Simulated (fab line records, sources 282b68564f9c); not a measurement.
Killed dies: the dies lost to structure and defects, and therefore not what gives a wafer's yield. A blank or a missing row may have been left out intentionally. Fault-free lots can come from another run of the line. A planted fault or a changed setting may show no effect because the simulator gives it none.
Lot-split experiment :: flow rit-cmos :: 27 wafers read from 5 lots, route of 202 steps

== SPLIT DETAILS ==
At RIT_M1_SPUTTER_00 (material Al, target thk 400 nm, time 500 s), the setting time-s was moved away from the recipe's 500 s on 9 of the 27 wafers read, by -20.4% to +29.9%. All remaining wafers had this setting at the recipe value.

== FROM THE SPLIT TO THE READING: what the file shows between them, 5 steps ==
- RIT_M1_RS_MEAS_01: measures by four-point-probe
- RIT_M1_THK_MEAS_02: measures by xrf
- RIT_M1_HMDS_03: prime time 60 s
- RIT_M1_COAT_04: resist thk 1300 nm
- RIT_M1_HARDBAKE_11: time 120 s

== THE READING ==
oes-product-au, in a.u., at RIT_M1_METAL_ETCH_12 (etches Al in Cl2/BCl3, stops on SiO2, time 165 s, target depth 600 nm). Typical for fault-free wafers on this fab line: 0.778 a.u., with standard deviation 0.016 a.u.

wafer: L074.1
tool, chamber at the split: pvd-sputter-02, -
time-s as run, s: 500
against the recipe: recipe
oes-product-au, a.u.: 0.807
against lot-mates on the recipe: -

wafer: L074.2
tool, chamber at the split: pvd-sputter-02, -
time-s as run, s: 398
against the recipe: -20.4%
oes-product-au, a.u.: 0.684
against lot-mates on the recipe: -0.113

wafer: L074.3
tool, chamber at the split: pvd-sputter-02, -
time-s as run, s: 398
against the recipe: -20.4%
oes-product-au, a.u.: 0.705
against lot-mates on the recipe: -0.092

wafer: L074.4
tool, chamber at the split: pvd-sputter-02, -
time-s as run, s: 500
against the recipe: recipe
oes-product-au, a.u.: 0.782
against lot-mates on the recipe: -

wafer: L074.5
tool, chamber at the split: pvd-sputter-02, -
time-s as run, s: 398
against the recipe: -20.4%
oes-product-au, a.u.: 0.693
against lot-mates on the recipe: -0.104

wafer: L074.6
tool, chamber at the split: pvd-sputter-02, -
time-s as run, s: 500
against the recipe: recipe
oes-product-au, a.u.: 0.803
against lot-mates on the recipe: -

wafer: L077.3
tool, chamber at the split: pvd-sputter-02, -
time-s as run, s: 500
against the recipe: recipe
oes-product-au, a.u.: 0.807
against lot-mates on the recipe: -

wafer: L077.4
tool, chamber at the split: pvd-sputter-02, -
time-s as run, s: 500
against the recipe: recipe
oes-product-au, a.u.: 0.787
against lot-mates on the recipe: -

wafer: L077.6
tool, chamber at the split: pvd-sputter-02, -
time-s as run, s: 500
against the recipe: recipe
oes-product-au, a.u.: 0.799
against lot-mates on the recipe: -

wafer: L078.1
tool, chamber at the split: pvd-sputter-01, -
time-s as run, s: 500
against the recipe: recipe
oes-product-au, a.u.: 0.761
against lot-mates on the recipe: -

wafer: L078.2
tool, chamber at the split: pvd-sputter-01, -
time-s as run, s: 500
against the recipe: recipe
oes-product-au, a.u.: 0.789
against lot-mates on the recipe: -

wafer: L078.3
tool, chamber at the split: pvd-sputter-01, -
time-s as run, s: 500
against the recipe: recipe
oes-product-au, a.u.: 0.784
against lot-mates on the recipe: -

wafer: L078.4
tool, chamber at the split: pvd-sputter-01, -
time-s as run, s: 649.5
against the recipe: +29.9%
oes-product-au, a.u.: 0.908
against lot-mates on the recipe: +0.130

wafer: L078.5
tool, chamber at the split: pvd-sputter-01, -
time-s as run, s: 649.5
against the recipe: +29.9%
oes-product-au, a.u.: 0.899
against lot-mates on the recipe: +0.121

wafer: L078.6
tool, chamber at the split: pvd-sputter-01, -
time-s as run, s: 649.5
against the recipe: +29.9%
oes-product-au, a.u.: 0.910
against lot-mates on the recipe: +0.132

wafer: L082.1
tool, chamber at the split: pvd-sputter-01, -
time-s as run, s: 500
against the recipe: recipe
oes-product-au, a.u.: 0.768
against lot-mates on the recipe: -

wafer: L082.2
tool, chamber at the split: pvd-sputter-01, -
time-s as run, s: 500
against the recipe: recipe
oes-product-au, a.u.: 0.757
against lot-mates on the recipe: -

wafer: L082.3
tool, chamber at the split: pvd-sputter-01, -
time-s as run, s: 500
against the recipe: recipe
oes-product-au, a.u.: 0.763
against lot-mates on the recipe: -

wafer: L082.4
tool, chamber at the split: pvd-sputter-01, -
time-s as run, s: 500
against the recipe: recipe
oes-product-au, a.u.: 0.762
against lot-mates on the recipe: -

wafer: L082.5
tool, chamber at the split: pvd-sputter-01, -
time-s as run, s: 500
against the recipe: recipe
oes-product-au, a.u.: 0.764
against lot-mates on the recipe: -

wafer: L082.6
tool, chamber at the split: pvd-sputter-01, -
time-s as run, s: 500
against the recipe: recipe
oes-product-au, a.u.: 0.755
against lot-mates on the recipe: -

wafer: L085.1
tool, chamber at the split: pvd-sputter-02, -
time-s as run, s: 410.7
against the recipe: -17.9%
oes-product-au, a.u.: 0.681
against lot-mates on the recipe: -0.083

wafer: L085.2
tool, chamber at the split: pvd-sputter-02, -
time-s as run, s: 410.7
against the recipe: -17.9%
oes-product-au, a.u.: 0.681
against lot-mates on the recipe: -0.083

wafer: L085.3
tool, chamber at the split: pvd-sputter-02, -
time-s as run, s: 500
against the recipe: recipe
oes-product-au, a.u.: 0.763
against lot-mates on the recipe: -

wafer: L085.4
tool, chamber at the split: pvd-sputter-02, -
time-s as run, s: 410.7
against the recipe: -17.9%
oes-product-au, a.u.: 0.692
against lot-mates on the recipe: -0.072

wafer: L085.5
tool, chamber at the split: pvd-sputter-02, -
time-s as run, s: 500
against the recipe: recipe
oes-product-au, a.u.: 0.763
against lot-mates on the recipe: -

wafer: L085.6
tool, chamber at the split: pvd-sputter-02, -
time-s as run, s: 500
against the recipe: recipe
oes-product-au, a.u.: 0.766
against lot-mates on the recipe: -

THE FIT
A straight line over all 27 wafers: oes-product-au changes by +0.00441 a.u. for each +1% of time-s; r = +0.97; the points scatter about the line by 0.016 a.u.
The same after taking each lot's own level away (the mean of its wafers on the recipe; 27 wafers): +0.0045 a.u. for each +1%; r = +0.99; scatter 0.0088 a.u.
According to that fit, moving time-s by its largest amount changes the reading by 0.13 a.u.
Measured against the standard deviation above, the lots' own levels, which go from 0.7615 to 0.7977 a.u., span 2.3 times it.
So the lot-to-lot level changes the slope little: the two slopes agree.
Check: with one of the wafers moved furthest among these (+29.9%) left out of the fit, the line predicts +0.133 a.u. for it against its lot-mates. It came out at +0.13 a.u. against them.

== THE WHOLE CHAIN: every reading that the file lists as answering this split, in the file's order ==
step: RIT_M1_SPUTTER_00
what it does: material Al, target thk 400 nm, time 500 s
reading: Al_of_M1_SPUTTER_00.thk-nm (the simulator's own value, which no gauge read)
change (the file's fit): +3.92 nm for each +1% of the setting
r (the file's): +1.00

step: RIT_M1_RS_MEAS_01
what it does: measures by four-point-probe
reading: M1_AL_RS
change (the file's fit): -0.000729 for each +1% of the setting
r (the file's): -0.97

step: RIT_M1_THK_MEAS_02
what it does: measures by xrf
reading: M1_AL_THK
change (the file's fit): +3.93 for each +1% of the setting
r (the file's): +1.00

step: RIT_M1_METAL_ETCH_12
what it does: etches Al in Cl2/BCl3, stops on SiO2, time 165 s, target depth 600 nm
reading: oes-product-au
change (the file's fit): +0.0045 a.u. for each +1% of the setting
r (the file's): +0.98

== FILE'S OWN FIT ==
oes-product-au changes by +0.0045 a.u. for each +1% of time-s, r = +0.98.
